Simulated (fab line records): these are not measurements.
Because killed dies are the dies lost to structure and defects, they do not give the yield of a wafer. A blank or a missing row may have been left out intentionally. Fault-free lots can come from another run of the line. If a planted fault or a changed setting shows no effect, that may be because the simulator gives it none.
fab line records || flow berkeley-cmos170
[record] {"lots": 6, "wafers": 18, "last-day": 10}
route steps=331 shown SACOX@97 SCREENOX@100 NVT@104
lots that met no fault: taken from a fault-free run of the same line
start-h: the number of hours between the record's first day and the start of the first shown wafer of the lot || wait-h: hours elapsed since this lot's preceding step || " as in the row above || L1.1+2: several wafers, shown together as one row || - no value, or no start given || * or withheld: withheld || < > ~ a bound
route shown NAME@n: a module of which the file shows steps, and the number in the route of the first || usual: mean/standard deviation of fault-free wafers || same: alike in all rows || chamber/n: place in a boat || sites: each site's reading || _std_site: the standard deviation of these || _edge_site: outer sites' mean less inner sites' || radius-mm: how far each site lies from the wafer's centre || mask NAME#n: copy n || behind: the most recent tool/chamber to have shaped the wafer || hold: what put the lot on hold/how long, in hours/how the hold closed || device: which transistor (n, p or np) failed to switch || end of line: the tests these same wafers got at the end of their route || a step with no rows: only its recipe || killed: not the wafer's yield, but the dies lost to structure and defects at the first sort || map: a wafer's dies, x killed, . not, _ none there
set.NAME: the setting as run; set.NAME@STEP: as run at that earlier step || model.NAME: the simulator's own value behind a step, which no gauge read
lots at selected steps of the route; one table per step, one row per wafer
[[steps]]
[step UCB170_SACOX_CLEAN_00]
[recipe] {"chemistry": "dHF", "dilution": "25:1", "time-s": 7.5}
[step UCB170_SACOX_OXIDATION_01]
[recipe] {"temp-c": 900, "ambient": "O2", "target-thk-a": 144, "ox-time-s": 2400}
[step UCB170_SACOX_THK_MEAS_02]
[recipe] {"reads": "SiO2_of_SACOX_OXIDATION_01"}
[usual] {"SACOX_OXIDE_THK": "14.38/0.27"}
{"lot.wafer": "L695.2", "tool": "film-metro-03", "chamber": "-", "start-h": 135.96, "wait-h": 0.0, "SACOX_OXIDE_THK[nm]": 14.90}
{"lot.wafer": "L695.4", "tool": "film-metro-03", "chamber": "-", "start-h": 135.96, "wait-h": 0.0, "SACOX_OXIDE_THK[nm]": 14.68}
{"lot.wafer": "L695.6", "tool": "film-metro-03", "chamber": "-", "start-h": 135.96, "wait-h": 0.0, "SACOX_OXIDE_THK[nm]": 14.73}
{"lot.wafer": "L699.1", "tool": "film-metro-03", "chamber": "-", "start-h": 158.94, "wait-h": 0.0, "SACOX_OXIDE_THK[nm]": 14.48}
{"lot.wafer": "L699.3", "tool": "film-metro-03", "chamber": "-", "start-h": 158.94, "wait-h": 0.0, "SACOX_OXIDE_THK[nm]": 14.33}
{"lot.wafer": "L699.6", "tool": "film-metro-03", "chamber": "-", "start-h": 158.94, "wait-h": 0.0, "SACOX_OXIDE_THK[nm]": 14.74}
{"lot.wafer": "L701.1", "tool": "film-metro-02", "chamber": "-", "start-h": 164.95, "wait-h": 0.0, "SACOX_OXIDE_THK[nm]": 14.73}
{"lot.wafer": "L701.2", "tool": "film-metro-02", "chamber": "-", "start-h": 164.95, "wait-h": 0.0, "SACOX_OXIDE_THK[nm]": 14.79}
{"lot.wafer": "L701.4", "tool": "film-metro-02", "chamber": "-", "start-h": 164.95, "wait-h": 0.0, "SACOX_OXIDE_THK[nm]": 14.64}
{"lot.wafer": "L702.1", "tool": "film-metro-02", "chamber": "-", "start-h": 178.24, "wait-h": 0.0, "SACOX_OXIDE_THK[nm]": 14.07}
{"lot.wafer": "L702.2", "tool": "film-metro-02", "chamber": "-", "start-h": 178.24, "wait-h": 0.0, "SACOX_OXIDE_THK[nm]": 14.05}
{"lot.wafer": "L702.3", "tool": "film-metro-02", "chamber": "-", "start-h": 178.24, "wait-h": 0.0, "SACOX_OXIDE_THK[nm]": 14.08}
{"lot.wafer": "L704.1", "tool": "film-metro-04", "chamber": "-", "start-h": 178.24, "wait-h": 0.0, "SACOX_OXIDE_THK[nm]": 14.43}
{"lot.wafer": "L704.2", "tool": "film-metro-04", "chamber": "-", "start-h": 178.24, "wait-h": 0.0, "SACOX_OXIDE_THK[nm]": 14.17}
{"lot.wafer": "L704.4", "tool": "film-metro-04", "chamber": "-", "start-h": 178.24, "wait-h": 0.0, "SACOX_OXIDE_THK[nm]": 14.37}
{"lot.wafer": "L703.2", "tool": "film-metro-02", "chamber": "-", "start-h": 178.31, "wait-h": 0.1, "SACOX_OXIDE_THK[nm]": 14.29}
{"lot.wafer": "L703.4", "tool": "film-metro-02", "chamber": "-", "start-h": 178.31, "wait-h": 0.1, "SACOX_OXIDE_THK[nm]": 14.25}
{"lot.wafer": "L703.6", "tool": "film-metro-02", "chamber": "-", "start-h": 178.31, "wait-h": 0.1, "SACOX_OXIDE_THK[nm]": 14.28}
[step UCB170_SCREENOX_WET_ETCH_00]
[recipe] {"chemistry": "dHF", "dilution": "25:1", "target": "SiO2", "temp-c": 25, "time-s": 200}
[step UCB170_SCREENOX_OXIDATION_01]
[recipe] {"temp-c": 900, "ambient": "O2", "target-thk-a": 144, "ox-time-s": 2400}
[step UCB170_SCREENOX_THK_MEAS_02]
[recipe] {"reads": "SiO2_of_SCREENOX_OXIDATION_01"}
[usual] {"SCREENOX_OXIDE_THK": "14.36/0.2"}
{"lot.wafer": "L695.2", "tool": "film-metro-03", "chamber": "-", "start-h": 141.61, "wait-h": 0.0, "SCREENOX_OXIDE_THK[nm]": 14.27}
{"lot.wafer": "L695.4", "tool": "film-metro-03", "chamber": "-", "start-h": 141.61, "wait-h": 0.0, "SCREENOX_OXIDE_THK[nm]": 14.15}
{"lot.wafer": "L695.6", "tool": "film-metro-03", "chamber": "-", "start-h": 141.61, "wait-h": 0.0, "SCREENOX_OXIDE_THK[nm]": 14.23}
{"lot.wafer": "L699.1", "tool": "film-metro-03", "chamber": "-", "start-h": 162.47, "wait-h": 0.0, "SCREENOX_OXIDE_THK[nm]": 14.46}
{"lot.wafer": "L699.3", "tool": "film-metro-03", "chamber": "-", "start-h": 162.47, "wait-h": 0.0, "SCREENOX_OXIDE_THK[nm]": 14.53}
{"lot.wafer": "L699.6", "tool": "film-metro-03", "chamber": "-", "start-h": 162.47, "wait-h": 0.0, "SCREENOX_OXIDE_THK[nm]": 14.47}
{"lot.wafer": "L701.1", "tool": "film-metro-02", "chamber": "-", "start-h": 168.98, "wait-h": 0.0, "SCREENOX_OXIDE_THK[nm]": 14.31}
{"lot.wafer": "L701.2", "tool": "film-metro-02", "chamber": "-", "start-h": 168.98, "wait-h": 0.0, "SCREENOX_OXIDE_THK[nm]": 14.14}
{"lot.wafer": "L701.4", "tool": "film-metro-02", "chamber": "-", "start-h": 168.98, "wait-h": 0.0, "SCREENOX_OXIDE_THK[nm]": 14.26}
{"lot.wafer": "L702.1", "tool": "film-metro-02", "chamber": "-", "start-h": 181.25, "wait-h": 0.0, "SCREENOX_OXIDE_THK[nm]": 14.25}
{"lot.wafer": "L702.2", "tool": "film-metro-02", "chamber": "-", "start-h": 181.25, "wait-h": 0.0, "SCREENOX_OXIDE_THK[nm]": 14.29}
{"lot.wafer": "L702.3", "tool": "film-metro-02", "chamber": "-", "start-h": 181.25, "wait-h": 0.0, "SCREENOX_OXIDE_THK[nm]": 14.30}
{"lot.wafer": "L704.1", "tool": "film-metro-01", "chamber": "-", "start-h": 181.25, "wait-h": 0.0, "SCREENOX_OXIDE_THK[nm]": 14.53}
{"lot.wafer": "L704.2", "tool": "film-metro-01", "chamber": "-", "start-h": 181.25, "wait-h": 0.0, "SCREENOX_OXIDE_THK[nm]": 14.09}
{"lot.wafer": "L704.4", "tool": "film-metro-01", "chamber": "-", "start-h": 181.25, "wait-h": 0.0, "SCREENOX_OXIDE_THK[nm]": 14.27}
{"lot.wafer": "L703.2", "tool": "film-metro-03", "chamber": "-", "start-h": 181.32, "wait-h": 0.1, "SCREENOX_OXIDE_THK[nm]": 14.48}
{"lot.wafer": "L703.4", "tool": "film-metro-03", "chamber": "-", "start-h": 181.32, "wait-h": 0.1, "SCREENOX_OXIDE_THK[nm]": 14.59}
{"lot.wafer": "L703.6", "tool": "film-metro-03", "chamber": "-", "start-h": 181.32, "wait-h": 0.1, "SCREENOX_OXIDE_THK[nm]": 14.31}
[step UCB170_SCREENOX_ANNEAL_03]
[recipe] {"temp-c": 900, "time-s": 900, "ambient": "N2"}
[step UCB170_NVT_HMDS_00]
[recipe] {"prime-time-s": 60, "prime-temp-c": 100}
[step UCB170_NVT_COAT_01]
[recipe] {"resist": "KrF", "spin-rpm": 1500, "resist-thk-nm": 900}
[step UCB170_NVT_SOFTBAKE_02]
[recipe] {"resist": "KrF", "temp-c": 130, "time-s": 60}
[step UCB170_NVT_EXPOSE_03]
[recipe] {"mask-id": "PWELL", "target-cd-nm": 3000, "na": 0.5, "sigma-outer": 0.6, "source-shape": "conventional", "dose-mj": 30}
[step UCB170_NVT_PEB_04]
[recipe] {"peb-temp-c": 130, "peb-time-s": "withheld", "resist": "KrF"}
[step UCB170_NVT_DEVELOP_05]
[recipe] {"developer": "TMAH", "develop-time-s": 45, "resist": "KrF", "dev-temp-c": 21}
[usual] {"chill-plate-temp-C": "23.02/0.095", "develop-time-s": "45/0", "developer-temp-C": "21.00/0.092"}
{"lot.wafer": "L695.2", "tool": "litho-track-02", "chamber": 0, "start-h": 147, "wait-h": "-", "chill-plate-temp-C": 23.03, "develop-time-s": 45, "developer-temp-C": 21.10, "model.KrF_of_NVT_COAT_01.thk-nm": 891.3}
{"lot.wafer": "L695.4", "tool": "litho-track-02", "chamber": 0, "start-h": 147, "wait-h": "-", "chill-plate-temp-C": 23.16, "develop-time-s": 45, "developer-temp-C": 20.87, "model.KrF_of_NVT_COAT_01.thk-nm": 889.8}
{"lot.wafer": "L695.6", "tool": "litho-track-02", "chamber": 0, "start-h": 147, "wait-h": "-", "chill-plate-temp-C": 22.97, "develop-time-s": 45, "developer-temp-C": 20.99, "model.KrF_of_NVT_COAT_01.thk-nm": 891}
{"lot.wafer": "L699.1", "tool": "litho-track-02", "chamber": 0, "start-h": 167, "wait-h": "-", "chill-plate-temp-C": 23.09, "develop-time-s": 45, "developer-temp-C": 21.02, "model.KrF_of_NVT_COAT_01.thk-nm": 881.5}
{"lot.wafer": "L699.3", "tool": "litho-track-02", "chamber": 0, "start-h": 167, "wait-h": "-", "chill-plate-temp-C": 22.97, "develop-time-s": 45, "developer-temp-C": 21.06, "model.KrF_of_NVT_COAT_01.thk-nm": 882.5}
{"lot.wafer": "L699.6", "tool": "litho-track-02", "chamber": 0, "start-h": 167, "wait-h": "-", "chill-plate-temp-C": 22.95, "develop-time-s": 45, "developer-temp-C": 20.95, "model.KrF_of_NVT_COAT_01.thk-nm": 886.6}
{"lot.wafer": "L701.1", "tool": "litho-track-02", "chamber": 0, "start-h": 172, "wait-h": "-", "chill-plate-temp-C": 23.01, "develop-time-s": 45, "developer-temp-C": 20.93, "model.KrF_of_NVT_COAT_01.thk-nm": 882}
{"lot.wafer": "L701.2", "tool": "litho-track-02", "chamber": 0, "start-h": 172, "wait-h": "-", "chill-plate-temp-C": 23.04, "develop-time-s": 45, "developer-temp-C": 21.01, "model.KrF_of_NVT_COAT_01.thk-nm": 883.7}
{"lot.wafer": "L701.4", "tool": "litho-track-02", "chamber": 0, "start-h": 173, "wait-h": "-", "chill-plate-temp-C": 23.16, "develop-time-s": 45, "developer-temp-C": 21.01, "model.KrF_of_NVT_COAT_01.thk-nm": 882.8}
{"lot.wafer": "L704.1", "tool": "litho-track-03", "chamber": "-", "start-h": 186, "wait-h": "-", "chill-plate-temp-C": "-", "develop-time-s": "-", "developer-temp-C": "-", "model.KrF_of_NVT_COAT_01.thk-nm": 904}
{"lot.wafer": "L704.2", "tool": "litho-track-03", "chamber": "-", "start-h": 186, "wait-h": "-", "chill-plate-temp-C": "-", "develop-time-s": "-", "developer-temp-C": "-", "model.KrF_of_NVT_COAT_01.thk-nm": 899.6}
{"lot.wafer": "L704.4", "tool": "litho-track-03", "chamber": "-", "start-h": 186, "wait-h": "-", "chill-plate-temp-C": "-", "develop-time-s": "-", "developer-temp-C": "-", "model.KrF_of_NVT_COAT_01.thk-nm": 901.4}
{"lot.wafer": "L703.2", "tool": "litho-track-02", "chamber": "-", "start-h": 186, "wait-h": "-", "chill-plate-temp-C": "-", "develop-time-s": "-", "developer-temp-C": "-", "model.KrF_of_NVT_COAT_01.thk-nm": 896.4}
{"lot.wafer": "L703.4", "tool": "litho-track-02", "chamber": "-", "start-h": 186, "wait-h": "-", "chill-plate-temp-C": "-", "develop-time-s": "-", "developer-temp-C": "-", "model.KrF_of_NVT_COAT_01.thk-nm": 892.2}
{"lot.wafer": "L703.6", "tool": "litho-track-02", "chamber": "-", "start-h": 187, "wait-h": "-", "chill-plate-temp-C": "-", "develop-time-s": "-", "developer-temp-C": "-", "model.KrF_of_NVT_COAT_01.thk-nm": 896.1}
{"lot.wafer": "L702.1", "tool": "litho-track-03", "chamber": 0, "start-h": 187, "wait-h": "-", "chill-plate-temp-C": 23.00, "develop-time-s": 45, "developer-temp-C": 21.09, "model.KrF_of_NVT_COAT_01.thk-nm": 886.7}
{"lot.wafer": "L702.2", "tool": "litho-track-03", "chamber": 0, "start-h": 187, "wait-h": "-", "chill-plate-temp-C": 22.84, "develop-time-s": 45, "developer-temp-C": 20.87, "model.KrF_of_NVT_COAT_01.thk-nm": 887.6}
{"lot.wafer": "L702.3", "tool": "litho-track-03", "chamber": 0, "start-h": 187, "wait-h": "-", "chill-plate-temp-C": 22.81, "develop-time-s": 45, "developer-temp-C": 21.09, "model.KrF_of_NVT_COAT_01.thk-nm": 888.4}
[step UCB170_NVT_OVL_MEAS_06]
[usual] {"NVT_OVL": "3/5"}
{"lot.wafer": "L695.2", "tool": "overlay-01", "chamber": "-", "start-h": 147.44, "wait-h": "-", "NVT_OVL[nm]": 2}
{"lot.wafer": "L695.4", "tool": "overlay-01", "chamber": "-", "start-h": 147.44, "wait-h": "-", "NVT_OVL[nm]": 5}
{"lot.wafer": "L695.6", "tool": "overlay-01", "chamber": "-", "start-h": 147.44, "wait-h": "-", "NVT_OVL[nm]": 7}
{"lot.wafer": "L699.1", "tool": "overlay-02", "chamber": "-", "start-h": 167.90, "wait-h": "-", "NVT_OVL[nm]": 3}
{"lot.wafer": "L699.3", "tool": "overlay-02", "chamber": "-", "start-h": 167.90, "wait-h": "-", "NVT_OVL[nm]": 4}
{"lot.wafer": "L699.6", "tool": "overlay-02", "chamber": "-", "start-h": 167.90, "wait-h": "-", "NVT_OVL[nm]": 0}
{"lot.wafer": "L701.1", "tool": "overlay-02", "chamber": "-", "start-h": 173.08, "wait-h": "-", "NVT_OVL[nm]": 4}
{"lot.wafer": "L701.2", "tool": "overlay-02", "chamber": "-", "start-h": 173.08, "wait-h": "-", "NVT_OVL[nm]": 6}
{"lot.wafer": "L701.4", "tool": "overlay-02", "chamber": "-", "start-h": 173.08, "wait-h": "-", "NVT_OVL[nm]": 2}
{"lot.wafer": "L704.1", "tool": "overlay-01", "chamber": "-", "start-h": 186.99, "wait-h": "-", "NVT_OVL[nm]": "-"}
{"lot.wafer": "L704.2", "tool": "overlay-01", "chamber": "-", "start-h": 186.99, "wait-h": "-", "NVT_OVL[nm]": "-"}
{"lot.wafer": "L704.4", "tool": "overlay-01", "chamber": "-", "start-h": 186.99, "wait-h": "-", "NVT_OVL[nm]": "-"}
{"lot.wafer": "L703.2", "tool": "overlay-02", "chamber": "-", "start-h": 187.05, "wait-h": "-", "NVT_OVL[nm]": "-"}
{"lot.wafer": "L703.4", "tool": "overlay-02", "chamber": "-", "start-h": 187.05, "wait-h": "-", "NVT_OVL[nm]": "-"}
{"lot.wafer": "L703.6", "tool": "overlay-02", "chamber": "-", "start-h": 187.05, "wait-h": "-", "NVT_OVL[nm]": "-"}
{"lot.wafer": "L702.1", "tool": "overlay-01", "chamber": "-", "start-h": 187.26, "wait-h": "-", "NVT_OVL[nm]": -11}
{"lot.wafer": "L702.2", "tool": "overlay-01", "chamber": "-", "start-h": 187.26, "wait-h": "-", "NVT_OVL[nm]": 3}
{"lot.wafer": "L702.3", "tool": "overlay-01", "chamber": "-", "start-h": 187.26, "wait-h": "-", "NVT_OVL[nm]": -2}
[[key]]
[first-sign] {"step": "UCB170_NVT_DEVELOP_05", "reading": "tool-record", "direction": "missing"}
effect none on later readings
[model-effect] {"step": "UCB170_NVT_DEVELOP_05", "value": "KrF_of_NVT_COAT_01.thk-nm", "without": 884.1, "struck": 898.3}
met-at UCB170_NVT_DEVELOP_05
struck-wafers L703.2,L703.4,L703.6,L704.1,L704.2,L704.4
sort-left-out L703.2,L703.4,L703.6,L704.1,L704.2,L704.4
tester-left-out L703,L704
[fault] {"kind": "skipped-step-whole", "tool": "litho-track-02,litho-track-03", "chamber": "-", "onset-h": 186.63, "steps": "UCB170_NVT_DEVELOP_05", "scope": "struck-lots-only"}
// tester-left-out: of these lots the tester's yield and bins aren't shown, on N5 and GAA mostly nor the transistor test; their killed dies are dies lost to structure and defects alone, not to doping, threshold or leakage, so they don't give the yield
// sort-left-out: the simulated sort isn't trusted on such a fault, so these wafers' sort isn't shown, and their yield isn't known
